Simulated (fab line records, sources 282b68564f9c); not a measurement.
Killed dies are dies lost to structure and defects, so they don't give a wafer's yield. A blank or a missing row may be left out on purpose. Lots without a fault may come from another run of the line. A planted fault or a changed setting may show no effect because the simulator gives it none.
fab line records | flow rit_cmos
record lots=5 wafers=15 last_day=7
route steps=202 shown SILICIDE@163 CONTACT@168 M1@184
lots that met no fault: from a run of the same line without faults
start_h: hours from the record's first day to the start of the lot's first wafer shown | wait_h: hours since the lot's step before | " the same as in the row above | L1.1+2: a row that stands for several wafers | - no value, or no start given | * or withheld: withheld | < > ~ a bound
route shown NAME@n: a module of which the file shows steps, and the number in the route of the first | usual: mean/standard deviation of fault-free wafers | same: alike in all rows | chamber/n: place in a boat | sites: the reading at each site | _std_site: their standard deviation | _edge_site: outer sites' mean less inner sites' | radius_mm: how far each site lies from the wafer's centre | mask NAME#n: copy n | behind: the tool/chamber that last shaped the wafer | hold: why the lot was held/for how many hours/how that ended | device: the transistor (n, p or np) that didn't switch | end of line: the same wafers' tests at the end of the route | a step without rows: its recipe alone | killed: dies lost to structure and defects at the first sort, not the wafer's yield | map: a wafer's dies, x killed, . not, _ none there
set.NAME: the setting as run; set.NAME@STEP: as run at that earlier step | model.NAME: the simulator's own value behind a step, which no gauge read
lots at some steps of the route; a table a step, a row a wafer
services: from which hour (start_h, from the record's first day; less than 0 if before it) a tool's chamber was out of use, for how many hours, and why
## steps
# step RIT_SILICIDE_RS_MEAS_02
# recipe thk_meas_gauge=four-point-probe reads=Ti_of_SILICIDE_SPUTTER_01
# usual SILICIDE_TI_RS=47.9/0.69
# columns lot.wafer tool chamber start_h wait_h SILICIDE_TI_RS[ohm/sq]
L080.1 film_metro-01 - 83.62 0.1 47.1
L080.2 " - " " 47.5
L080.4 " - " " 47.1
L088.2 film_metro-04 - 125.69 0.1 49.2
L088.5 " - " " 48.2
L088.6 " - " " 48.4
L093.4 film_metro-01 - 147.99 0.1 47.0
L093.5 " - " " 46.7
L093.6 " - " " 46.8
L094.4 film_metro-02 - 155.59 0.1 47.7
L094.5 " - " " 47.6
L094.6 " - " " 47.7
L095.1 film_metro-02 - 158.26 0.1 48.1
L095.4 " - " " 47.6
L095.5 " - " " 47.5
# step RIT_SILICIDE_THK_MEAS_03
# recipe thk_meas_gauge=xrf reads=Ti_of_SILICIDE_SPUTTER_01
# usual SILICIDE_TI_THK=30.5/0.38
# columns lot.wafer tool chamber start_h wait_h SILICIDE_TI_THK[nm]
L080.1 film_metro-01 - 83.74 0.1 30.7
L080.2 " - " " 30.6
L080.4 " - " " 30.8
L088.2 film_metro-04 - 125.80 0.1 29.8
L088.5 " - " " 30.4
L088.6 " - " " 30.1
L093.4 film_metro-01 - 148.08 0.1 30.9
L093.5 " - " " 31.1
L093.6 " - " " 31.0
L094.4 film_metro-02 - 155.68 0.1 30.6
L094.5 " - " " 30.7
L094.6 " - " " 30.6
L095.1 film_metro-02 - 158.38 0.1 30.6
L095.4 " - " " 30.8
L095.5 " - " " 30.8
# step RIT_SILICIDE_RTA_04
# recipe temp_c=650 time_s=10 idle_temp_c=25 ramp_up_s=5 ramp_down_s=5 cool_to_c=25 ambient=N2
# usual wafer_temp_C_max=652.3/0.63
# columns lot.wafer tool chamber start_h wait_h wafer_temp_C_max
L080.1 rtp_anneal-02 0 83.80 0.1 653.1
L080.2 " 0 " " 651.4
L080.4 " 0 " " 651.5
L088.2 rtp_anneal-02 0 125.86 0.1 651.4
L088.5 " 0 " " 651.1
L088.6 " 0 " " 651.9
L093.4 rtp_anneal-01 0 148.14 0.1 652.5
L093.5 " 0 " " 652.8
L093.6 " 0 " " 652.3
L094.4 rtp_anneal-02 0 155.74 0.1 652.2
L094.5 " 0 " " 652.1
L094.6 " 0 " " 652.0
L095.1 rtp_anneal-01 0 158.44 0.1 652.8
L095.4 " 0 " " 652.0
L095.5 " 0 " " 652.5
# step RIT_SILICIDE_WET_ETCH_05
# recipe chemistry=SPM target=Ti temp_c=90 time_s=120 dry=n2_spin
# columns lot.wafer tool chamber start_h wait_h
L080.1+2+4 wet_bench-04 2 83.93 0.1
L088.2+5+6 wet_bench-04 1 125.91 0.0
L093.4+5+6 wet_bench-03 3 148.18 0.0
L094.4+5+6 wet_bench-04 1 155.78 0.0
L095.1+4+5 wet_bench-04 0 158.50 0.1
# step RIT_SILICIDE_RTA_06
# recipe temp_c=750 time_s=10 idle_temp_c=25 ramp_up_s=5 ramp_down_s=10 cool_to_c=25 ambient=N2
# usual wafer_temp_C_max=752.6/0.62
# columns lot.wafer tool chamber start_h wait_h wafer_temp_C_max
L080.1 rtp_anneal-01 0 83.98 0.0 753.3
L080.2 " 0 " " 752.8
L080.4 " 0 " " 752.5
L088.2 rtp_anneal-01 0 125.97 0.0 752.4
L088.5 " 0 " " 752.6
L088.6 " 0 " " 752.0
L093.4 rtp_anneal-02 0 148.25 0.0 751.3
L093.5 " 0 " " 751.8
L093.6 " 0 " " 751.3
L094.4 rtp_anneal-01 0 155.85 0.0 754.2
L094.5 " 0 " " 752.4
L094.6 " 0 " " 752.7
L095.1 rtp_anneal-02 0 158.55 0.0 752.7
L095.4 " 0 " " 753.4
L095.5 " 0 " " 751.7
# step RIT_CONTACT_CVD_00
# recipe material=SiO2 target_thk_nm=400 precursor=TEOS temp_c=390 time_s=61 rf_w=400
# usual heater_power_w=308/63 rf_fwd_power_W=396.6/1.5
# columns lot.wafer tool chamber start_h wait_h heater_power_w rf_fwd_power_W
L080.1 pecvd-04 0 84.04 0.1 248 397.0
L080.2 " 1 " " 190 395.3
L080.4 " 0 " " 266 396.1
L088.2 pecvd-01 0 126.03 0.0 316 395.3
L088.5 " 1 " " 246 395.8
L088.6 " 0 " " 316 394.6
L093.4 pecvd-03 0 148.31 0.0 391 396.9
L093.5 " 1 " " 383 395.3
L093.6 " 2 " " 382 396.2
L094.4 pecvd-01 1 155.91 0.0 338 395.3
L094.5 " 0 " " 314 397.8
L094.6 " 2 " " 281 396.5
L095.1 pecvd-04 0 158.61 0.1 284 398.2
L095.4 " 2 " " 233 396.7
L095.5 " 2 " " 249 394.2
# step RIT_CONTACT_THK_MEAS_01
# recipe reads=SiO2_of_CONTACT_CVD_00
# usual CONTACT_TEOS_THK=401/4.5
# columns lot.wafer tool chamber start_h wait_h CONTACT_TEOS_THK[nm]
L080.1 film_metro-03 - 84.09 0.0 390
L080.2 " - " " 391
L080.4 " - " " 394
L088.2 film_metro-01 - 126.09 0.0 402
L088.5 " - " " 405
L088.6 " - " " 406
L093.4 film_metro-01 - 148.37 0.0 403
L093.5 " - " " 399
L093.6 " - " " 404
L094.4 film_metro-03 - 155.97 0.0 403
L094.5 " - " " 407
L094.6 " - " " 406
L095.1 film_metro-01 - 158.69 0.1 396
L095.4 " - " " 402
L095.5 " - " " 406
# step RIT_CONTACT_HMDS_02
# recipe prime_time_s=60 prime_temp_c=140
# columns lot.wafer tool chamber start_h wait_h
L080.1+2+4 litho_track-02 0 84.15 0.1
L088.2+5+6 litho_track-02 0 126.16 0.1
L093.4+5+6 litho_track-04 0 148.47 0.1
L094.4+5+6 litho_track-01 0 156.08 0.1
L095.1+4+5 litho_track-04 0 158.75 0.1
# step RIT_CONTACT_COAT_03
# recipe resist=NOVOLAK spin_rpm=3250 resist_thk_nm=1000
# usual dispense_pressure_kPa=50.0/0.85 spin_speed_rpm=3249.9/2.5
# columns lot.wafer tool chamber start_h wait_h dispense_pressure_kPa spin_speed_rpm
L080.1 litho_track-02 0 84.30 0.1 48.1 3248.6
L080.2 " 0 " " 48.1 3247.3
L080.4 " 0 " " 48.1 3246.8
L088.2 litho_track-02 0 126.31 0.1 48.0 3251.9
L088.5 " 0 " " 48.0 3255.6
L088.6 " 0 " " 48.0 3249.7
L093.4 litho_track-04 0 148.62 0.1 50.3 3247.0
L093.5 " 0 " " 50.3 3248.9
L093.6 " 0 " " 50.4 3250.2
L094.4 litho_track-01 0 156.23 0.1 50.4 3250.0
L094.5 " 0 " " 50.4 3253.2
L094.6 " 0 " " 50.4 3247.8
L095.1 litho_track-04 0 158.90 0.1 50.3 3250.5
L095.4 " 0 " " 50.3 3248.7
L095.5 " 0 " " 50.3 3246.6
# step RIT_CONTACT_SOFTBAKE_04
# recipe resist=NOVOLAK temp_c=90 time_s=60
# columns lot.wafer tool chamber start_h wait_h
L080.1+2+4 litho_track-02 0 84.45 0.1
L088.2+5+6 litho_track-02 0 126.46 0.1
L093.4+5+6 litho_track-04 0 148.77 0.1
L094.4+5+6 litho_track-01 0 156.38 0.1
L095.1+4+5 litho_track-04 0 159.05 0.1
# step RIT_CONTACT_EXPOSE_05
# recipe mask_id=M11 na=0.6 source_shape=conventional sigma_outer=0.5 target_cd_nm=1000 dose_mj=250
# usual exposure_dose_mJ_cm2=250.6/0.88
# same sigma_outer=0.5
# columns lot.wafer tool chamber start_h wait_h mask exposure_dose_mJ_cm2
L080.1 iline_stepper-02 0 84.60 0.1 M11#0 250.1
L080.2 " 0 " " M11#0 249.9
L080.4 " 0 " " M11#0 249.8
L088.2 iline_stepper-01 0 126.73 0.2 M11#0 251.5
L088.5 " 0 " " M11#0 251.6
L088.6 " 0 " " M11#0 251.7
L093.4 iline_stepper-02 0 149.03 0.2 M11#0 249.9
L093.5 " 0 " " M11#0 250.2
L093.6 " 0 " " M11#0 250.3
L094.4 iline_stepper-01 0 156.64 0.2 M11#0 252.1
L094.5 " 0 " " M11#0 251.9
L094.6 " 0 " " M11#0 251.9
L095.1 iline_stepper-01 0 159.28 0.2 M11#0 251.2
L095.4 " 0 " " M11#0 251.3
L095.5 " 0 " " M11#0 251.1
# step RIT_CONTACT_PEB_06
# recipe resist=NOVOLAK temp_c=withheld time_s=withheld
# columns lot.wafer tool chamber start_h wait_h
L080.1+2+4 litho_track-01 0 84.77 0.1
L088.2+5+6 litho_track-04 0 126.85 0.1
L093.4+5+6 litho_track-02 0 149.17 0.1
L094.4+5+6 litho_track-02 0 156.78 0.1
L095.1+4+5 litho_track-04 0 159.40 0.1
# step RIT_CONTACT_DEVELOP_07
# recipe resist=NOVOLAK develop_time_s=120 dev_temp_c=23
# columns lot.wafer tool chamber start_h wait_h
L080.1+2+4 litho_track-01 0 - -
L088.2+5+6 litho_track-04 0 - -
L093.4+5+6 litho_track-02 0 - -
L094.4+5+6 litho_track-02 0 - -
L095.1+4+5 litho_track-04 0 - -
# step RIT_CONTACT_CD_MEAS_08
# recipe target_cd_nm=1000
# usual cd_nm=999.5/1.6
# columns lot.wafer tool chamber start_h wait_h cd_nm
L080.1 cd_sem-01 - 85.17 - 997.9
L080.2 " - " " 997.4
L080.4 " - " " 997.5
L088.2 cd_sem-01 - 127.25 - 996.8
L088.5 " - " " 998.0
L088.6 " - " " 998.9
L093.4 cd_sem-01 - 149.55 - 1001.0
L093.5 " - " " 999.3
L093.6 " - " " 999.4
L094.4 cd_sem-01 - 157.16 - 999.6
L094.5 " - " " 999.2
L094.6 " - " " 999.1
L095.1 cd_sem-02 - 159.80 - 998.2
L095.4 " - " " 999.2
L095.5 " - " " 996.3
# step RIT_CONTACT_OVL_MEAS_09
# usual CONTACT_OVL=-0.8/1.7
# columns lot.wafer tool chamber start_h wait_h CONTACT_OVL[nm]
L080.1 overlay-01 - 85.29 0.1 -2.5
L080.2 " - " " -4.4
L080.4 " - " " -1.2
L088.2 overlay-01 - 127.35 0.1 -0.2
L088.5 " - " " 0.7
L088.6 " - " " -0.5
L093.4 overlay-01 - 149.63 0.1 -1.5
L093.5 " - " " 0.8
L093.6 " - " " 0.0
L094.4 overlay-02 - 157.24 0.1 0.8
L094.5 " - " " 1.9
L094.6 " - " " 0.4
L095.1 overlay-01 - 159.92 0.1 -2.6
L095.4 " - " " -2.7
L095.5 " - " " -0.4
# step RIT_CONTACT_HARDBAKE_10
# recipe resist=NOVOLAK temp_c=140 time_s=60
# columns lot.wafer tool chamber start_h wait_h
L080.1+2+4 litho_track-04 0 85.33 0.0
L088.2+5+6 litho_track-02 0 127.41 0.0
L093.4+5+6 litho_track-02 0 149.72 0.1
L094.4+5+6 litho_track-02 0 157.33 0.1
L095.1+4+5 litho_track-01 0 159.96 0.0
# step RIT_CONTACT_ETCH_11
# recipe target_depth_a=4800 over_etch_frac=0.2 stop_on=TiSi2 chemistry=CHF3/CF4/Ar target=SiO2 CHF3_flow_sccm=50 cf4_flow_sccm=10 Ar_flow_sccm=100 O2_flow_sccm=5 pressure_mtorr=100 rf_w=200 time_s=320
# usual O2_flow_sccm=5.004/0.016 drypump_motor_current_A=5.8/0.5 mfc_ar_sccm=100.0/0.3 oes_product_au=0.989/0.012 rf_fwd_power_W=199.5/0.64 throttle_valve_pct=8.87/0.19
# columns lot.wafer tool chamber start_h wait_h O2_flow_sccm drypump_motor_current_A mfc_ar_sccm oes_product_au rf_fwd_power_W rf_hours_counter_h throttle_valve_pct
L080.1 rie_diel-02 3 85.48 0.1 4.998 5.2 99.8 0.977 199.1 72 9.11
L080.2 " 0 " " 4.983 6.3 100.0 0.984 199.3 168 8.66
L080.4 " 1 " " 4.981 6.6 99.9 1.011 199.3 - 9.07
L088.2 rie_diel-02 1 127.53 0.1 4.994 6.6 100.1 1.008 199.9 122 9.05
L088.5 " 0 " " 5.003 6.3 99.7 0.976 198.9 - 8.66
L088.6 " 1 " " 5.005 6.6 99.7 1.008 200.8 - 9.06
L093.4 rie_diel-01 2 149.80 0.1 5.025 5.5 100.0 0.982 199.5 24 9.14
L093.5 " 2 " " 5.020 5.5 99.9 0.982 199.9 - 9.12
L093.6 " 3 " " 4.998 5.4 99.8 0.998 199.3 - 8.64
L094.4 rie_diel-04 0 157.41 0.1 5.000 5.8 100.0 0.978 199.3 119 9.08
L094.5 " 0 " " 5.008 5.9 100.5 0.981 198.1 - 9.05
L094.6 " 3 " " 5.008 6.1 100.3 1.001 199.8 - 8.73
L095.1 rie_diel-01 3 160.11 0.1 5.004 5.4 100.3 1.010 199.3 133 8.62
L095.4 " 1 " " 4.982 6.3 99.9 0.980 198.6 49 8.95
L095.5 " 0 " " 4.998 5.3 99.5 0.994 198.9 - 8.82
# step RIT_CONTACT_STRIP_12
# recipe chemistry=O2 time_s=180 resist=NOVOLAK platen_temp_c=withheld power_w=500 pressure_mtorr=4000 o2_flow_sccm=4000
# usual drypump_motor_current_A=5.9/0.48
# columns lot.wafer tool chamber start_h wait_h drypump_motor_current_A rf_hours_counter_h
L080.1 plasma_asher-01 1 85.67 0.1 6.2 29
L080.2 " 0 " " 5.9 29
L080.4 " 1 " " 6.3 -
L088.2 plasma_asher-04 0 127.73 0.1 5.4 1
L088.5 " 0 " " 5.4 -
L088.6 " 1 " " 5.1 -
L093.4 plasma_asher-01 1 150.05 0.2 6.3 -
L093.5 " 1 " " 6.3 -
L093.6 " 0 " " 5.8 -
L094.4 plasma_asher-04 1 157.66 0.2 5.1 -
L094.5 " 1 " " 5.1 -
L094.6 " 0 " " 5.4 -
L095.1 plasma_asher-01 0 160.31 0.1 5.8 37
L095.4 " 1 " " 6.2 -
L095.5 " 0 " " 5.8 -
# step RIT_CONTACT_CD_MEAS_90
# recipe target_cd_nm=1000
# usual cd_nm=999.6/1.6
# columns lot.wafer tool chamber start_h wait_h cd_nm
L080.1 cd_sem-02 - 85.85 0.1 997.6
L080.2 " - " " 997.3
L080.4 " - " " 997.4
L088.2 cd_sem-01 - 127.92 0.1 996.5
L088.5 " - " " 998.5
L088.6 " - " " 998.6
L093.4 cd_sem-01 - 150.23 0.1 1001.6
L093.5 " - " " 999.8
L093.6 " - " " 999.5
L094.4 cd_sem-01 - 157.84 0.1 999.7
L094.5 " - " " 999.5
L094.6 " - " " 999.1
L095.1 cd_sem-02 - 160.48 0.1 997.9
L095.4 " - " " 999.3
L095.5 " - " " 996.2
# step RIT_CONTACT_CLEAN_13
# recipe chemistry=SC1 mix=3:3:50 time_s=600 temp_c=75
# columns lot.wafer tool chamber start_h wait_h
L080.1+2+4 wet_bench-04 2 85.97 0.1
L088.2+5+6 wet_bench-01 1 128.02 0.1
L093.4+5+6 wet_bench-04 1 150.29 0.0
L094.4+5+6 wet_bench-04 2 157.90 0.0
L095.1+4+5 wet_bench-04 2 160.60 0.1
# step RIT_CONTACT_CLEAN_14
# recipe chemistry=SC2 mix=3:3:50 time_s=600 temp_c=75 dry=n2_spin
# columns lot.wafer tool chamber start_h wait_h
L080.1+2+4 wet_bench-01 2 86.14 0.0
L088.2+5+6 wet_bench-04 3 128.20 0.0
L093.4+5+6 wet_bench-04 0 150.46 0.0
L094.4+5+6 wet_bench-03 0 158.07 0.0
L095.1+4+5 wet_bench-03 2 160.78 0.0
# step RIT_M1_SPUTTER_00
# recipe material=Al target_thk_nm=400 power_w=2000 chamber_pressure_pa=0.4 gas=Ar time_s=500 substrate_temp_c=25
# usual throttle_valve_pct=30.1/1.3
# columns lot.wafer tool chamber start_h wait_h throttle_valve_pct
L080.1 pvd_sputter-01 - 86.32 0.0 29.6
L080.2 " - " " 30.3
L080.4 " - " " 29.3
L088.2 pvd_sputter-01 - 128.39 0.0 30.2
L088.5 " - " " 30.6
L088.6 " - " " 28.3
L093.4 pvd_sputter-02 - 150.64 0.0 29.7
L093.5 " - " " 28.0
L093.6 " - " " 32.5
L094.4 pvd_sputter-03 - 158.26 0.0 30.2
L094.5 " - " " 30.9
L094.6 " - " " 29.9
L095.1 pvd_sputter-03 - 160.97 0.0 30.0
L095.4 " - " " 31.6
L095.5 " - " " 30.0
# step RIT_M1_RS_MEAS_01
# recipe thk_meas_gauge=four-point-probe reads=Al_of_M1_SPUTTER_00
# usual M1_AL_RS=0.0737/0.00076
# columns lot.wafer tool chamber start_h wait_h M1_AL_RS[ohm/sq]
L080.1 film_metro-04 - 86.61 0.1 0.0727
L080.2 " - " " 0.0729
L080.4 " - " " 0.0732
L088.2 film_metro-03 - 128.70 0.2 0.0746
L088.5 " - " " 0.0747
L088.6 " - " " 0.0745
L093.4 film_metro-04 - 150.99 0.2 0.0743
L093.5 " - " " 0.0743
L093.6 " - " " 0.0741
L094.4 film_metro-04 - 158.62 0.2 0.0742
L094.5 " - " " 0.0735
L094.6 " - " " 0.0739
L095.1 film_metro-03 - 161.26 0.1 0.0734
L095.4 " - " " 0.0738
L095.5 " - " " 0.0734
# step RIT_M1_THK_MEAS_02
# recipe thk_meas_gauge=xrf reads=Al_of_M1_SPUTTER_00
# usual M1_AL_THK=394/4.6
# columns lot.wafer tool chamber start_h wait_h M1_AL_THK[nm]
L080.1 film_metro-04 - 86.73 0.1 399
L080.2 " - " " 396
L080.4 " - " " 395
L088.2 film_metro-03 - 128.81 0.1 394
L088.5 " - " " 394
L088.6 " - " " 393
L093.4 film_metro-04 - 151.08 0.1 388
L093.5 " - " " 387
L093.6 " - " " 389
L094.4 film_metro-04 - 158.71 0.1 391
L094.5 " - " " 394
L094.6 " - " " 391
L095.1 film_metro-03 - 161.38 0.1 398
L095.4 " - " " 394
L095.5 " - " " 396
# step RIT_M1_HMDS_03
# recipe prime_time_s=60 prime_temp_c=140
# columns lot.wafer tool chamber start_h wait_h
L080.1+2+4 litho_track-03 0 86.79 0.1
L088.2+5+6 litho_track-02 0 128.89 0.1
L093.4+5+6 litho_track-03 0 151.19 0.1
L094.4+5+6 litho_track-03 0 158.81 0.1
L095.1+4+5 litho_track-02 0 161.44 0.1
# step RIT_M1_COAT_04
# recipe resist=NOVOLAK spin_rpm=2000 resist_thk_nm=1300
# usual dispense_pressure_kPa=48.2/1.5 spin_speed_rpm=1999.7/1.3
# columns lot.wafer tool chamber start_h wait_h dispense_pressure_kPa spin_speed_rpm
L080.1 litho_track-03 0 86.94 0.1 46.7 1999.7
L080.2 " 0 " " 46.6 1999.7
L080.4 " 0 " " 46.7 2000.6
L088.2 litho_track-02 0 129.04 0.1 48.0 1996.6
L088.5 " 0 " " 47.9 1999.8
L088.6 " 0 " " 48.0 1998.8
L093.4 litho_track-03 0 151.34 0.1 46.7 2000.4
L093.5 " 0 " " 46.7 2000.0
L093.6 " 0 " " 46.6 2000.8
L094.4 litho_track-03 0 158.96 0.1 46.7 1998.3
L094.5 " 0 " " 46.7 1999.1
L094.6 " 0 " " 46.7 1998.5
L095.1 litho_track-02 0 161.59 0.1 48.0 1999.7
L095.4 " 0 " " 48.0 2000.7
L095.5 " 0 " " 48.0 1996.5
# step RIT_M1_SOFTBAKE_05
# recipe resist=NOVOLAK temp_c=90 time_s=60
# columns lot.wafer tool chamber start_h wait_h
L080.1+2+4 litho_track-03 0 87.09 0.1
L088.2+5+6 litho_track-02 0 129.19 0.1
L093.4+5+6 litho_track-03 0 151.49 0.1
L094.4+5+6 litho_track-03 0 159.11 0.1
L095.1+4+5 litho_track-02 0 161.74 0.1
# step RIT_M1_EXPOSE_06
# recipe mask_id=M12 na=0.6 source_shape=conventional sigma_outer=0.5 target_cd_nm=2600 dose_mj=250
# usual exposure_dose_mJ_cm2=250.8/0.97
# same sigma_outer=0.5
# columns lot.wafer tool chamber start_h wait_h mask exposure_dose_mJ_cm2
L080.1 iline_stepper-01 0 87.24 0.1 M12#0 251.7
L080.2 " 0 " " M12#0 252.0
L080.4 " 0 " " M12#0 251.8
L088.2 iline_stepper-02 0 129.33 0.1 M12#0 249.7
L088.5 " 0 " " M12#0 249.5
L088.6 " 0 " " M12#0 249.9
L093.4 iline_stepper-02 0 151.62 0.1 M12#0 250.3
L093.5 " 0 " " M12#0 250.0
L093.6 " 0 " " M12#0 250.0
L094.4 iline_stepper-02 0 159.25 0.1 M12#0 249.8
L094.5 " 0 " " M12#0 249.9
L094.6 " 0 " " M12#0 249.8
L095.1 iline_stepper-01 0 162.02 0.2 M12#0 252.1
L095.4 " 0 " " M12#0 252.4
L095.5 " 0 " " M12#0 252.4
# step RIT_M1_PEB_07
# recipe resist=NOVOLAK temp_c=withheld time_s=withheld
# columns lot.wafer tool chamber start_h wait_h
L080.1+2+4 litho_track-01 0 87.36 0.1
L088.2+5+6 litho_track-01 0 129.46 0.1
L093.4+5+6 litho_track-03 0 151.75 0.1
L094.4+5+6 litho_track-01 0 159.38 0.1
L095.1+4+5 litho_track-03 0 162.21 0.2
# step RIT_M1_DEVELOP_08
# recipe resist=NOVOLAK develop_time_s=68 dev_temp_c=23
# columns lot.wafer tool chamber start_h wait_h
L080.1+2+4 litho_track-01 0 - -
L088.2+5+6 litho_track-01 0 - -
L093.4+5+6 litho_track-03 0 - -
L094.4+5+6 litho_track-01 0 - -
L095.1+4+5 litho_track-03 0 - -
# step RIT_M1_CD_MEAS_09
# recipe target_cd_nm=2600
# usual cd_nm=2599.3/2.8
# columns lot.wafer tool chamber start_h wait_h cd_nm
L080.1 cd_sem-02 - 87.67 - 2600.0
L080.2 " - " " 2601.4
L080.4 " - " " 2598.8
L088.2 cd_sem-01 - 129.76 - 2598.2
L088.5 " - " " 2597.8
L088.6 " - " " 2599.7
L093.4 cd_sem-02 - 152.05 - 2597.7
L093.5 " - " " 2598.5
L093.6 " - " " 2600.5
L094.4 cd_sem-02 - 159.74 - 2598.4
L094.5 " - " " 2598.3
L094.6 " - " " 2601.3
L095.1 cd_sem-02 - 162.52 - 2604.8
L095.4 " - " " 2603.5
L095.5 " - " " 2601.0
# step RIT_M1_OVL_MEAS_10
# usual M1_OVL=-0.1/1.3
# columns lot.wafer tool chamber start_h wait_h M1_OVL[nm]
L080.1 overlay-01 - 87.79 0.1 0.1
L080.2 " - " " -2.3
L080.4 " - " " -0.8
L088.2 overlay-01 - 129.87 0.1 -0.2
L088.5 " - " " -1.2
L088.6 " - " " -0.6
L093.4 overlay-01 - 152.13 0.1 1.9
L093.5 " - " " 1.9
L093.6 " - " " 1.6
L094.4 overlay-02 - 159.82 0.1 1.3
L094.5 " - " " -1.0
L094.6 " - " " -1.0
L095.1 overlay-02 - 162.64 0.1 -0.3
L095.4 " - " " 0.2
L095.5 " - " " 0.8
# step RIT_M1_HARDBAKE_11
# recipe resist=NOVOLAK temp_c=140 time_s=120
# columns lot.wafer tool chamber start_h wait_h
L080.1+2+4 litho_track-03 0 87.83 0.0
L088.2+5+6 litho_track-02 0 129.94 0.1
L093.4+5+6 litho_track-01 0 152.27 0.1
L094.4+5+6 litho_track-02 0 159.97 0.1
L095.1+4+5 litho_track-01 0 162.75 0.1
# step RIT_M1_METAL_ETCH_12
# recipe stop_on=SiO2 chemistry=Cl2/BCl3 target=Al time_s=165 over_etch_frac=0.5 pressure_mtorr=100 target_depth_a=6000 rf_w=250 Cl2_flow_sccm=60 bcl3_flow_sccm=50
# usual drypump_motor_current_A=5.57/0.29 oes_product_au=0.766/0.012 rf_fwd_power_W=248.6/0.82 throttle_valve_pct=8.33/0.063
# columns lot.wafer tool chamber start_h wait_h drypump_motor_current_A oes_product_au rf_fwd_power_W rf_hours_counter_h throttle_valve_pct
L080.1 rie_metal-03 0 88.08 0.2 5.75 0.770 250.7 4 8.29
L080.2 " 1 " " 5.09 0.777 248.7 4 8.31
L080.4 " 0 " " 5.74 0.769 250.1 - 8.32
L088.2 rie_metal-01 1 130.20 0.2 5.89 0.749 249.2 - 8.39
L088.5 " 1 " " 5.86 0.744 248.0 - 8.39
L088.6 " 1 " " 5.89 0.748 248.5 - 8.41
L093.4 rie_metal-01 0 152.45 0.1 5.19 0.772 248.3 - 8.24
L093.5 " 1 " " 5.89 0.745 249.4 - 8.39
L093.6 " 0 " " 5.20 0.769 249.2 - 8.25
L094.4 rie_metal-02 1 160.15 0.1 5.69 0.766 248.0 - 8.41
L094.5 " 0 " " 5.51 0.775 248.2 - 8.24
L094.6 " 1 " " 5.68 0.771 248.0 - 8.42
L095.1 rie_metal-03 1 163.00 0.2 5.09 0.777 247.7 6 8.31
L095.4 " 1 " " 5.11 0.773 247.2 - 8.32
L095.5 " 0 " " 5.76 0.768 248.9 - 8.29
# step RIT_M1_STRIP_13
# recipe chemistry=nmp resist=NOVOLAK temp_c=80 time_s=600 dry=n2_spin
# columns lot.wafer tool chamber start_h wait_h
L080.1+2+4 wet_bench-01 0 88.24 0.1
L088.2+5+6 wet_bench-02 3 130.48 0.2
L093.4+5+6 wet_bench-01 1 152.56 0.1
L094.4+5+6 wet_bench-02 2 160.25 0.1
L095.1+4+5 wet_bench-03 0 163.16 0.1
# step RIT_M1_STRIP_14
# recipe chemistry=O2 time_s=180 platen_temp_c=withheld power_w=500 pressure_mtorr=4000 o2_flow_sccm=4000
# usual drypump_motor_current_A=5.7/0.48
# columns lot.wafer tool chamber start_h wait_h drypump_motor_current_A rf_hours_counter_h
L080.1 plasma_asher-01 0 88.41 0.0 5.8 29
L080.2 " 1 " " 6.3 29
L080.4 " 1 " " 6.3 -
L088.2 plasma_asher-01 0 130.83 0.0 5.8 34
L088.5 " 1 " " 6.2 -
L088.6 " 0 " " 5.8 -
L093.4 plasma_asher-01 0 152.79 0.1 5.8 -
L093.5 " 1 " " 6.2 -
L093.6 " 0 " " 5.9 -
L094.4 plasma_asher-03 0 160.49 0.1 6.4 -
L094.5 " 0 " " 6.4 -
L094.6 " 1 " " 5.3 -
L095.1 plasma_asher-01 1 163.35 0.0 6.2 38
L095.4 " 1 " " 6.3 -
L095.5 " 1 " " 6.2 -
# step RIT_M1_CD_MEAS_90
# recipe target_cd_nm=2600
# usual cd_nm=2599/3
# columns lot.wafer tool chamber start_h wait_h cd_nm
L080.1 cd_sem-01 - 88.59 0.1 2599
L080.2 " - " " 2601
L080.4 " - " " 2599
L088.2 cd_sem-02 - 131.02 0.1 2599
L088.5 " - " " 2598
L088.6 " - " " 2600
L093.4 cd_sem-01 - 152.97 0.1 2596
L093.5 " - " " 2599
L093.6 " - " " 2599
L094.4 cd_sem-02 - 160.66 0.1 2600
L094.5 " - " " 2599
L094.6 " - " " 2601
L095.1 cd_sem-02 - 163.53 0.1 2605
L095.4 " - " " 2603
L095.5 " - " " 2600
# step RIT_M1_ANNEAL_15
# recipe temp_c=450 time_s=1800 ambient=forming_gas_H2N2
# columns lot.wafer tool chamber start_h wait_h
L080.1+2+4 - - 89.01 0.4
L088.2+5+6 - - 134.25 3.2
L093.4+5+6 - - 153.56 0.6
L094.4+5+6 - - 162.02 1.3
L095.1+4+5 - - 163.83 0.3
# step RIT_M1_BOW_MEAS_16
# recipe mode=bow
# usual M1_BOW=17/6.2
# columns lot.wafer tool chamber start_h wait_h M1_BOW[um]
L080.1 film_metro-03 - 90.51 0.0 20
L080.2 " - " " 19
L080.4 " - " " 17
L088.2 film_metro-02 - 135.77 0.0 22
L088.5 " - " " 13
L088.6 " - " " 10
L093.4 film_metro-02 - 155.12 0.1 22
L093.5 " - " " 24
L093.6 " - " " 11
L094.4 film_metro-02 - 163.58 0.1 20
L094.5 " - " " 8
L094.6 " - " " 18
L095.1 film_metro-04 - 165.33 0.0 20
L095.4 " - " " 6
L095.5 " - " " 19
## services
# columns tool chamber start_h hours kind
rie_diel-01 - 64.93 14.6 pm
plasma_asher-03 - 66.92 2.8 pm
iline_stepper-02 - 68.03 1.7 pm
rie_diel-02 1 71.90 7.7 repair
rie_diel-02 0 75.18 1.3 repair
pvd_sputter-02 - 85.74 2.0 repair
rie_diel-02 3 87.56 9.3 repair
rie_metal-02 - 88.11 0.9 repair
pecvd-01 0 92.19 3.4 repair
iline_stepper-01 - 93.41 1.7 pm
rie_metal-01 1 103.93 26.2 repair
plasma_asher-04 - 108.75 9.0 pm
furnace-04 - 132.34 4.2 pm
plasma_asher-04 - 135.51 1.5 repair
iline_stepper-01 - 135.73 3.9 repair
rie_metal-02 - 136.12 20.0 pm
rie_diel-04 - 144.67 1.0 repair
rie_metal-03 0 147.91 1.3 repair
rie_diel-02 - 149.96 2.8 pm
pvd_sputter-01 - 152.01 19.6 repair
rie_metal-03 - 153.22 1.5 repair
furnace-03 - 153.76 2.9 pm
pvd_sputter-02 - 154.25 9.3 repair
pecvd-03 2 160.20 4.1 repair
## key
fault none
